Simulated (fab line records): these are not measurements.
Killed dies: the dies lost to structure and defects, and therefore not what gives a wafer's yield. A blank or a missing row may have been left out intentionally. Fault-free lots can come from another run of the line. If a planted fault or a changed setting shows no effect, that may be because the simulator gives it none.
fab line records | flow berkeley-cmos170
record: lots: 5 wafers: 15 last-day: 12
route steps=331 shown M1@244 V1@254
lots that met no fault: taken from a fault-free run of the same line
start-h: hours from the record's opening day to when the first of the lot's shown wafers began | wait-h: hours elapsed since this lot's preceding step | " identical to the entry in the row above | L1.1+2: one row covering several wafers at once | - no value present, or no start provided | * or withheld: withheld | < > ~ a bound
route shown NAME@n: a module of which the file shows steps, and the number in the route of the first | usual: average and standard deviation across the fault-free wafers | same: alike in all rows | chamber/n: place in a boat | sites: per-site readings | _std_site: how widely they spread, as a standard deviation | _edge_site: inner sites' mean taken away from outer sites' mean | radius-mm: for every site, how far away it sits from the centre of the wafer | mask NAME#n: copy n | behind: the tool/chamber that last shaped the wafer | hold: why the lot went on hold/how many hours it stayed there/how the hold came to an end | device: transistor that didn't switch, given as n, p or np | end of line: the tests these same wafers got at the end of their route | for a step that has no rows: nothing shown but its recipe | killed: count of dies lost to structure and defects at first sort (not the wafer's yield) | map: a wafer's dies, marking killed ones x, the rest . and places with no die _
set.NAME: the setting the step ran with; set.NAME@STEP: the setting that earlier step ran with | model.NAME: the simulator's own value behind a step, which no gauge read
lots at selected steps of the route; one table per step, one row per wafer
services: when a tool's chamber went out of use (start-h, in hours from the record's first day, below 0 if earlier), for how many hours, and the reason
== steps ==
step: UCB170_M1_EXPOSE_06
recipe: mask-id: METAL1 target-cd-nm: 700 na: 0.5 sigma-outer: 0.6 source-shape: conventional dose-mj: 21
same: sigma-outer: 0.6
columns lot.wafer tool chamber start-h wait-h mask
L077.2+3+5 krf-scanner-01 0 170.20 - METAL1#0
L080.1+3+4 krf-scanner-02 0 197.03 - METAL1#0
L089.2+4+5 krf-scanner-01 0 245.22 - METAL1#0
L093.1+4+6 krf-scanner-02 0 259.62 - METAL1#0
L096.1+5+6 krf-scanner-02 0 275.58 - METAL1#0
step: UCB170_M1_PEB_07
recipe: peb-temp-c: 130 peb-time-s: withheld resist: KrF
columns lot.wafer tool chamber start-h wait-h
L077.2+3+5 litho-track-03 0 170.35 0.1
L080.1+3+4 litho-track-03 0 197.30 0.3
L089.2+4+5 litho-track-01 0 245.72 0.5
L093.1+4+6 litho-track-01 0 260.39 0.8
L096.1+5+6 litho-track-03 0 275.70 0.1
step: UCB170_M1_DEVELOP_08
recipe: developer: TMAH develop-time-s: 45 resist: KrF dev-temp-c: 21
columns lot.wafer tool chamber start-h wait-h
L077.2+3+5 litho-track-03 0 - -
L080.1+3+4 litho-track-03 0 - -
L089.2+4+5 litho-track-01 0 - -
L093.1+4+6 litho-track-01 0 - -
L096.1+5+6 litho-track-03 0 - -
step: UCB170_M1_CD_MEAS_09
recipe: target-cd-nm: 700
usual: cd-nm: 700.9/1.4
columns lot.wafer tool chamber start-h wait-h cd-nm
L077.2 cd-sem-02 - 170.62 - 701.2
L077.3 " - " " 700.1
L077.5 " - " " 700.9
L080.1 cd-sem-01 - 197.58 - 701.3
L080.3 " - " " 700.9
L080.4 " - " " 699.2
L089.2 cd-sem-01 - 245.99 - 702.3
L089.4 " - " " 703.7
L089.5 " - " " 701.2
L093.1 cd-sem-01 - 260.67 - 703.2
L093.4 " - " " 703.6
L093.6 " - " " 703.4
L096.1 cd-sem-01 - 275.97 - 700.2
L096.5 " - " " 700.1
L096.6 " - " " 700.1
step: UCB170_M1_OVL_MEAS_10
usual: M1_OVL: 1/5
columns lot.wafer tool chamber start-h wait-h M1_OVL[nm]
L077.2 overlay-01 - 170.73 0.1 0
L077.3 " - " " 4
L077.5 " - " " 9
L080.1 overlay-01 - 197.70 0.1 -2
L080.3 " - " " 10
L080.4 " - " " 10
L089.2 overlay-02 - 246.10 0.1 2
L089.4 " - " " -4
L089.5 " - " " 0
L093.1 overlay-02 - 260.79 0.1 3
L093.4 " - " " 1
L093.6 " - " " 3
L096.1 overlay-01 - 276.09 0.1 -3
L096.5 " - " " -2
L096.6 " - " " -1
step: UCB170_M1_ETCH_11
recipe: chemistry: N2/H2 target-depth-a: withheld overetch-a: withheld target: BARC time-s: withheld source-w: 500 bias-w: 100 pressure-mtorr: 30 n2-flow-sccm: 100 h2-flow-sccm: 200
usual: drypump-motor-current-A: 5.9/0.48 oes-product-au: 0.993/0.015 throttle-valve-pct: 13.36/0.2
columns lot.wafer tool chamber start-h wait-h drypump-motor-current-A oes-product-au throttle-valve-pct
L077.2 rie-diel-04 0 170.76 0.0 5.7 0.973 13.21
L077.3 " 3 " " 5.6 0.998 13.47
L077.5 " 3 " " 5.6 1.024 13.45
L080.1 rie-diel-03 1 197.73 0.0 6.5 0.977 13.57
L080.3 " 2 " " 5.5 1.003 13.02
L080.4 " 1 " " 6.5 0.977 13.58
L089.2 rie-diel-04 2 246.13 0.0 5.2 0.988 13.27
L089.4 " 0 " " 5.8 0.964 13.21
L089.5 " 1 " " 6.2 0.973 13.39
L093.1 rie-diel-02 0 260.82 0.0 6.7 1.001 13.11
L093.4 " 1 " " 5.6 1.004 13.15
L093.6 " 3 " " 6.0 0.991 13.47
L096.1 rie-diel-02 2 276.13 0.0 5.1 0.987 13.65
L096.5 " 3 " " 6.0 0.995 13.46
L096.6 " 2 " " 5.1 0.990 13.68
step: UCB170_M1_METAL_ETCH_12
recipe: chemistry: Cl2/BCl3 target: Al stop-on: PSG pressure-mtorr: 12 target-depth-a: 7800 over-etch-frac: 0.3 time-s: 133.5 icp-w: 600 bias-w: 120 Cl2_flow_sccm: 90 bcl3-flow-sccm: 45
usual: drypump-motor-current-A: 5.4/0.4 oes-product-au: 0.860/0.018 throttle-valve-pct: 24.25/0.13
columns lot.wafer tool chamber start-h wait-h drypump-motor-current-A oes-product-au rf-hours-counter-h throttle-valve-pct
L077.2 rie-metal-02 1 170.80 - 5.1 0.869 13 24.20
L077.3 " 0 " " 5.0 0.839 - 24.01
L077.5 " 1 " " 5.1 0.853 - 24.21
L080.1 rie-metal-01 1 197.77 - 6.1 0.845 10 24.23
L080.3 " 1 " " 6.1 0.845 - 24.21
L080.4 " 0 " " 6.0 0.867 - 24.31
L089.2 rie-metal-02 0 246.17 - 5.0 0.845 8 24.05
L089.4 " 0 " " 5.0 0.836 - 24.02
L089.5 " 1 " " 5.1 0.861 - 24.29
L093.1 rie-metal-04 1 260.87 - 5.4 0.862 11 24.39
L093.4 " 1 " " 5.4 0.873 - 24.39
L093.6 " 1 " " 5.4 0.870 - 24.39
L096.1 rie-metal-04 0 276.17 - 5.2 0.885 12 24.37
L096.5 " 0 " " 5.2 0.885 - 24.38
L096.6 " 1 " " 5.4 0.869 - 24.39
step: UCB170_M1_STRIP_13
recipe: chemistry: O2 power-w: 400 pressure-mtorr: 3500 platen-temp-c: withheld o2-flow-sccm: 400 overash-fraction: 0.5
usual: drypump-motor-current-A: 5.8/0.34 o2-flow-sccm: 400.1/2 oes-product-au: 0.720/0.0045
columns lot.wafer tool chamber start-h wait-h drypump-motor-current-A o2-flow-sccm oes-product-au rf-hours-counter-h
L077.2 plasma-asher-03 0 170.93 0.1 5.9 398.6 0.718 7
L077.3 " 1 " " 6.3 398.2 0.728 -
L077.5 " 0 " " 5.9 399.9 0.718 -
L080.1 plasma-asher-02 1 197.91 0.1 5.4 398.4 0.718 28
L080.3 " 1 " " 5.5 401.1 0.722 -
L080.4 " 0 " " 5.7 399.2 0.718 -
L089.2 plasma-asher-04 1 246.31 0.1 6.1 399.5 0.721 53
L089.4 " 0 " " 5.2 402.3 0.720 -
L089.5 " 1 " " 6.0 399.5 0.722 -
L093.1 plasma-asher-03 1 261.00 0.1 6.3 400.0 0.724 17
L093.4 " 1 " " 6.3 400.5 0.720 -
L093.6 " 1 " " 6.3 399.7 0.727 -
L096.1 plasma-asher-02 1 276.31 0.1 5.4 400.7 0.718 36
L096.5 " 0 " " 5.7 398.0 0.713 -
L096.6 " 1 " " 5.4 400.0 0.719 -
step: UCB170_M1_CD_MEAS_90
recipe: target-cd-nm: 700
usual: cd-nm: 700.3/2.1
columns lot.wafer tool chamber start-h wait-h cd-nm
L077.2 cd-sem-02 - 171.05 0.1 698.9
L077.3 " - " " 699.4
L077.5 " - " " 699.3
L080.1 cd-sem-02 - 198.01 0.1 700.3
L080.3 " - " " 697.7
L080.4 " - " " 699.2
L089.2 cd-sem-01 - 246.43 0.1 699.1
L089.4 " - " " 699.7
L089.5 " - " " 699.4
L093.1 cd-sem-02 - 261.10 0.1 703.6
L093.4 " - " " 702.8
L093.6 " - " " 705.6
L096.1 cd-sem-01 - 276.41 0.1 700.0
L096.5 " - " " 700.4
L096.6 " - " " 700.1
step: UCB170_M1_ANNEAL_14
recipe: temp-c: 400 time-s: 1200 ambient: forming-gas
usual: spike-tc-source-C: 418.1/1
columns lot.wafer tool chamber start-h wait-h spike-tc-source-C
L077.2 furnace-03 0 171.71 0.6 416.9
L077.3 " 0 " " 417.6
L077.5 " 0 " " 416.5
L080.1 furnace-03 0 198.74 0.7 418.7
L080.3 " 0 " " 418.8
L080.4 " 0 " " 417.9
L089.2 furnace-03 0 246.53 0.1 419.5
L089.4 " 0 " " 417.9
L089.5 " 0 " " 418.4
L093.1 furnace-03 0 261.22 0.1 416.8
L093.4 " 0 " " 419.8
L093.6 " 0 " " 417.1
L096.1 furnace-03 0 276.53 0.1 418.6
L096.5 " 0 " " 417.5
L096.6 " 0 " " 416.0
step: UCB170_V1_CVD_00
recipe: material: SiO2 target-thk-nm: 2000 temp-c: 390 precursor: TEOS/O2 time-s: 250 rf-w: 550 pressure-mtorr: 9000
usual: heater-power-w: 246/48 pressure-mtorr: 8999/17
columns lot.wafer tool chamber start-h wait-h heater-power-w pressure-mtorr
L077.2 pecvd-03 2 173.04 0.0 297 9006
L077.3 " 1 " " 258 8998
L077.5 " 0 " " 188 8999
L080.1 pecvd-01 2 200.08 0.0 288 8983
L080.3 " 1 " " 276 9043
L080.4 " 1 " " 201 9019
L089.2 pecvd-01 1 247.86 0.0 246 8998
L089.4 " 1 " " 201 8988
L089.5 " 0 " " 227 8961
L093.1 pecvd-03 2 262.55 0.0 253 8990
L093.4 " 1 " " 272 9011
L093.6 " 2 " " 199 9005
L096.1 pecvd-02 2 277.86 0.0 347 9027
L096.5 " 1 " " 232 8980
L096.6 " 0 " " 157 8968
step: UCB170_V1_THK_MEAS_01
recipe: reads: SiO2_of_V1_CVD_00
usual: V1_TEOS_THK: 1998/24
columns lot.wafer tool chamber start-h wait-h V1_TEOS_THK[nm]
L077.2 film-metro-04 - 173.21 0.1 1978
L077.3 " - " " 1991
L077.5 " - " " 2031
L080.1 film-metro-04 - 200.23 0.1 1997
L080.3 " - " " 1968
L080.4 " - " " 1986
L089.2 film-metro-02 - 248.02 0.1 1991
L089.4 " - " " 2026
L089.5 " - " " 1996
L093.1 film-metro-01 - 262.71 0.1 1982
L093.4 " - " " 2027
L093.6 " - " " 2021
L096.1 film-metro-04 - 278.01 0.1 1945
L096.5 " - " " 2014
L096.6 " - " " 1984
step: UCB170_V1_CMP_02
recipe: material: SiO2 down-force-psi: 6 platen-rpm: 60 pad-velocity-m-s: 0.75398
usual: head-pressure-psi: 6.000/0.013 motor-current-A: 16.8/1.6
columns lot.wafer tool chamber start-h wait-h head-pressure-psi motor-current-A
L077.2 cmp-01 3 173.31 0.1 6.000 18.3
L077.3 " 0 " " 5.990 13.8
L077.5 " 2 " " 5.998 15.9
L080.4 cmp-01 1 200.29 0.0 5.981 15.9
L080.3 " 3 " " 5.979 19.1
L080.1 " 0 " " 5.999 14.0
L089.2 cmp-02 2 248.07 0.0 5.994 18.0
L089.4 " 1 " " 5.984 16.5
L089.5 " 3 " " 6.009 16.8
L093.4 cmp-01 0 262.77 0.0 5.988 14.0
L093.1 " 1 " " 6.003 15.8
L093.6 " 0 " " 6.008 13.4
L096.1 cmp-01 1 278.12 0.1 5.990 14.3
L096.5 " 0 " " 6.002 13.7
L096.6 " 1 " " 5.998 15.6
step: UCB170_V1_BOW_MEAS_03
recipe: mode: bow
usual: V1_BOW: 17/6.8
columns lot.wafer tool chamber start-h wait-h V1_BOW[um]
L077.2 film-metro-04 - 173.58 0.2 17
L077.3 " - " " 15
L077.5 " - " " 10
L080.1 film-metro-04 - 200.59 0.1 6
L080.3 " - " " 9
L080.4 " - " " 29
L089.2 film-metro-01 - 248.39 0.3 18
L089.4 " - " " 16
L089.5 " - " " 9
L093.1 film-metro-01 - 263.07 0.2 36
L093.4 " - " " 13
L093.6 " - " " 25
L096.1 film-metro-01 - 278.37 0.2 23
L096.5 " - " " 13
L096.6 " - " " 23
step: UCB170_V1_THK_MEAS_04
recipe: reads: SiO2_of_V1_CVD_00
usual: V1_POLISHED_THK: 1000.8/0.95
columns lot.wafer tool chamber start-h wait-h V1_POLISHED_THK[nm]
L077.2 film-metro-04 - 173.69 0.1 1002.4
L077.3 " - " " 1001.7
L077.5 " - " " 1000.9
L080.1 film-metro-04 - 200.71 0.1 1001.7
L080.3 " - " " 1000.8
L080.4 " - " " 999.1
L089.2 film-metro-01 - 248.50 0.1 1001.8
L089.4 " - " " 1001.3
L089.5 " - " " 1001.0
L093.1 film-metro-01 - 263.19 0.1 999.4
L093.4 " - " " 1002.6
L093.6 " - " " 1002.9
L096.1 film-metro-01 - 278.49 0.1 1000.4
L096.5 " - " " 1002.3
L096.6 " - " " 1000.1
step: UCB170_V1_CLEAN_05
recipe: chemistry: DIW
columns lot.wafer tool chamber start-h wait-h
L077.2+3+5 wet-bench-04 3 173.74 0.0
L080.1+3+4 wet-bench-02 3 202.18 1.5
L089.2+4+5 wet-bench-02 1 248.55 0.0
L093.1+4+6 wet-bench-04 3 265.10 1.9
L096.1+5+6 wet-bench-02 1 278.55 0.1
== services ==
columns tool chamber start-h hours kind
cmp-01 - 146.28 1.7 repair
krf-scanner-02 - 146.79 8.2 repair
rie-diel-02 3 150.23 5.8 repair
pecvd-02 - 153.66 5.5 pm
cmp-02 - 168.11 6.8 pm
pecvd-02 0 171.37 18.4 repair
plasma-asher-04 - 172.02 0.8 repair
pecvd-03 2 174.37 3.5 repair
pecvd-03 - 178.46 2.1 repair
rie-diel-02 3 178.85 6.7 repair
cmp-02 - 179.90 3.9 repair
rie-diel-02 - 201.74 1.0 repair
krf-scanner-02 - 208.14 4.0 pm
rie-diel-02 - 216.57 4.0 repair
krf-scanner-01 - 217.40 1.0 pm
krf-scanner-01 - 236.18 0.8 pm
pecvd-03 - 242.50 14.0 pm
krf-scanner-02 - 244.40 1.0 pm
cmp-01 - 245.73 6.0 pm
krf-scanner-01 - 262.97 4.0 pm
plasma-asher-03 - 265.49 5.8 repair
rie-diel-04 2 269.22 2.6 repair
krf-scanner-01 - 273.49 1.3 pm
rie-diel-04 2 276.75 3.3 repair
== key ==
fault none
